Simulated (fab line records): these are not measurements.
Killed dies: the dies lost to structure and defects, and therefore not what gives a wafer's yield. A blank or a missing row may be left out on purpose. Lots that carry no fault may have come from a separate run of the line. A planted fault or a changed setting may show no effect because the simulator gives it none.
Which tool is to blame?	flow rit_cmos	45 wafers from 15 lots sampled at 5 of the route's 202 steps

## WHAT THE GAUGES SHOWED, per wafer
RIT_GATE_OVL_MEAS_17.
lot	measured	on	GATE_OVL (nm)
L152	day 2 23:10	overlay-01	-1.5 -1.3 -2.6
L153	day 3 04:05	overlay-01	-1.4 0.6 -2.5
L154	day 3 21:11	overlay-01	-2.4 -0.3 -0.6
L155	day 4 05:37	overlay-01	-3.6 -2.2 -2.3
L156	day 4 05:52	overlay-02	-1.4 -0.2 -1.3
L157	day 4 09:15	overlay-02	-3.1 -1.9 -1.4
L158	day 4 12:17	overlay-02	-4.7 -0.8 -2.8
L159	day 5 04:28	overlay-01	-2.3 -0.5 -1.7
L160	day 5 04:43	overlay-02	-0.3 -1.3 -1.4
L163	day 5 15:07	overlay-01	-2.8 -2.2 -3.1
L169	day 6 10:59	overlay-02	0.0 0.0 -0.1
L168	day 6 11:11	overlay-02	-0.5 -1.6 -1.9
L171	day 6 14:52	overlay-02	-3.1 -4.0 -3.3
L172	day 7 00:00	overlay-01	1.6 -0.2 -0.7
L175	day 7 13:52	overlay-01	-2.2 -3.0 -3.3

RIT_SDANNEAL_RS_MEAS_04: uses a four-point probe to measure.
lot	measured	on	PSD_RS (ohm/sq)
L152	day 3 12:58	film_metro-02	115.86 115.69 115.60
L153	day 4 01:56	film_metro-02	115.96 116.02 115.98
L154	day 4 14:50	film_metro-03	115.74 115.50 115.66
L155	day 4 18:35	film_metro-03	115.67 115.64 115.59
L156	day 4 21:05	film_metro-03	115.90 115.97 116.07
L157	day 5 03:19	film_metro-03	115.74 115.88 115.89
L158	day 5 03:41	film_metro-01	115.37 115.16 115.61
L159	day 5 22:09	film_metro-03	115.66 115.37 115.61
L160	day 5 22:18	film_metro-02	115.88 116.00 115.96
L163	day 6 06:58	film_metro-03	115.66 116.01 115.73
L169	day 7 00:46	film_metro-01	127.58 127.63 127.67
L168	day 7 01:05	film_metro-02	115.96 115.58 115.43
L171	day 7 05:02	film_metro-03	128.18 128.02 128.19
L172	day 7 12:50	film_metro-03	128.50 128.13 128.09
L175	day 8 02:29	film_metro-01	115.53 115.55 115.32

RIT_SDANNEAL_RS_MEAS_06: uses a four-point probe to measure.
lot	measured	on	PLDD_RS (ohm/sq)
L152	day 3 13:12	film_metro-02	178.8 178.4 178.2
L153	day 4 02:11	film_metro-02	178.5 178.5 178.4
L154	day 4 15:05	film_metro-03	177.9 178.1 177.7
L155	day 4 18:49	film_metro-03	178.3 177.9 178.3
L156	day 4 21:20	film_metro-03	178.4 178.0 178.2
L157	day 5 03:34	film_metro-03	178.9 179.5 178.9
L158	day 5 03:56	film_metro-01	178.9 178.6 178.3
L159	day 5 22:23	film_metro-03	178.0 178.3 178.3
L160	day 5 22:32	film_metro-02	178.7 178.7 178.6
L163	day 6 07:12	film_metro-03	178.0 178.9 178.7
L169	day 7 01:00	film_metro-01	190.3 190.7 190.7
L168	day 7 01:19	film_metro-02	178.3 178.5 178.4
L171	day 7 05:16	film_metro-03	191.5 191.5 191.3
L172	day 7 13:05	film_metro-03	191.0 190.7 191.0
L175	day 8 02:44	film_metro-01	178.7 178.5 178.3

## WHAT TOOL EACH LOT RAN ON (gives the tool, then ch and the chambers of the sampled wafers, and finally the start)
lot	RIT_PLDD_STRIP_09	RIT_SDANNEAL_RTA_03
L152	plasma_asher-04 ch 0,1, day 3 06:47	rtp_anneal-02 ch 0, day 3 12:53
L153	plasma_asher-02 ch 0, day 3 19:48	rtp_anneal-01 ch 0, day 4 01:52
L154	plasma_asher-04 ch 0,1, day 4 08:20	rtp_anneal-02 ch 0, day 4 14:45
L155	plasma_asher-03 ch 1, day 4 12:18	rtp_anneal-01 ch 0, day 4 18:32
L156	plasma_asher-04 ch 0,1, day 4 14:53	rtp_anneal-02 ch 0, day 4 21:02
L157	plasma_asher-02 ch 0,1, day 4 20:43	rtp_anneal-01 ch 0, day 5 03:14
L158	plasma_asher-04 ch 0,1, day 4 20:53	rtp_anneal-02 ch 0, day 5 03:33
L159	plasma_asher-04 ch 0,1, day 5 14:51	rtp_anneal-01 ch 0, day 5 22:05
L160	plasma_asher-02 ch 0,1, day 5 15:05	rtp_anneal-02 ch 0, day 5 22:14
L163	plasma_asher-03 ch 0,1, day 5 22:29	rtp_anneal-01 ch 0, day 6 06:53
L169	plasma_asher-02 ch 0,1, day 6 18:37	rtp_anneal-02 ch 0, day 7 00:42
L168	plasma_asher-03 ch 0, day 6 18:49	rtp_anneal-01 ch 0, day 7 01:01
L171	plasma_asher-02 ch 0,1, day 6 22:42	rtp_anneal-02 ch 0, day 7 04:58
L172	plasma_asher-03 ch 0,1, day 7 06:41	rtp_anneal-02 ch 0, day 7 12:47
L175	plasma_asher-04 ch 0,1, day 7 20:11	rtp_anneal-01 ch 0, day 8 02:26
- RIT_PLDD_STRIP_09: strips in O2, time 180 s.
- RIT_SDANNEAL_RTA_03: time 5 s.

## WHAT THE TOOLS THEMSELVES READ (means of the sampled wafers that have a number; where no wafer has one, the mark that the record gives instead)
RIT_PLDD_STRIP_09.
lot	tool	drypump_motor_current_A (A)
L152	plasma_asher-04	5.1
L153	plasma_asher-02	5.7
L154	plasma_asher-04	5.4
L155	plasma_asher-03	4.7
L156	plasma_asher-04	5.3
L157	plasma_asher-02	6.2
L158	plasma_asher-04	5.1
L159	plasma_asher-04	5.4
L160	plasma_asher-02	6.2
L163	plasma_asher-03	5.0
L169	plasma_asher-02	6.0
L168	plasma_asher-03	5.7
L171	plasma_asher-02	5.9
L172	plasma_asher-03	5.0
L175	plasma_asher-04	5.3

RIT_SDANNEAL_RTA_03.
lot	tool	wafer_temp_C_max
L152	rtp_anneal-02	1053.7
L153	rtp_anneal-01	1053.4
L154	rtp_anneal-02	1053.3
L155	rtp_anneal-01	1054.5
L156	rtp_anneal-02	1054.2
L157	rtp_anneal-01	1053.8
L158	rtp_anneal-02	1054.1
L159	rtp_anneal-01	1053.5
L160	rtp_anneal-02	1053.7
L163	rtp_anneal-01	1052.8
L169	rtp_anneal-02	1054.3
L168	rtp_anneal-01	1054.2
L171	rtp_anneal-02	1054.1
L172	rtp_anneal-02	1053.4
L175	rtp_anneal-01	1053.2

## THE ANSWER, worked out from the rows above alone
Rule: what is usual is taken from the lots themselves. The widest of any qualifying gaps counts: lots, ordered by their means at a reading, are off when they make up no more than a third of the lots, leave a main group of 4 or more, and stand apart from it by 3 or more times the standard deviation of that group's means. Not used: any main group whose means are identical at the precision the tables above print for the reading. A lot without any number at a reading at which 4 lots or more have one is off too. Where the step has rows for the other lots, those lots are counted as sound. Order of review: gauges by route order, followed by the tools' own readings, for which a lot's mean as printed above is used. The first step at which some lot is off is used, and at that step the reading that is off furthest; a lot without a number counts as furthest.
Off: L169, L171, L172, seen at RIT_SDANNEAL_RS_MEAS_04 (PSD_RS). The main group: mean 115.72 ohm/sq, standard deviation 0.19.
If a tool, at a process step before that reading, ran all the lots that are off and no sound lot after the first of them, it fits. Gauges at RIT_SDANNEAL_RS_MEAS_04: tried the same way as those tools. One candidate fits, namely rtp_anneal-02 at RIT_SDANNEAL_RTA_03. A fault onset in the window from L160 (day 5 22:14, its last sound lot) to L169 (day 7 00:42, its first lot off) fits.

## WHAT THE SIMULATOR PUT IN
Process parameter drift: rtp_anneal-02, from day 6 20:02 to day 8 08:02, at RIT_SDANNEAL_RTA_03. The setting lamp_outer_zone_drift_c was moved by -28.
Struck lots among those shown: L169, L171, L172. The same result came from the rule above.
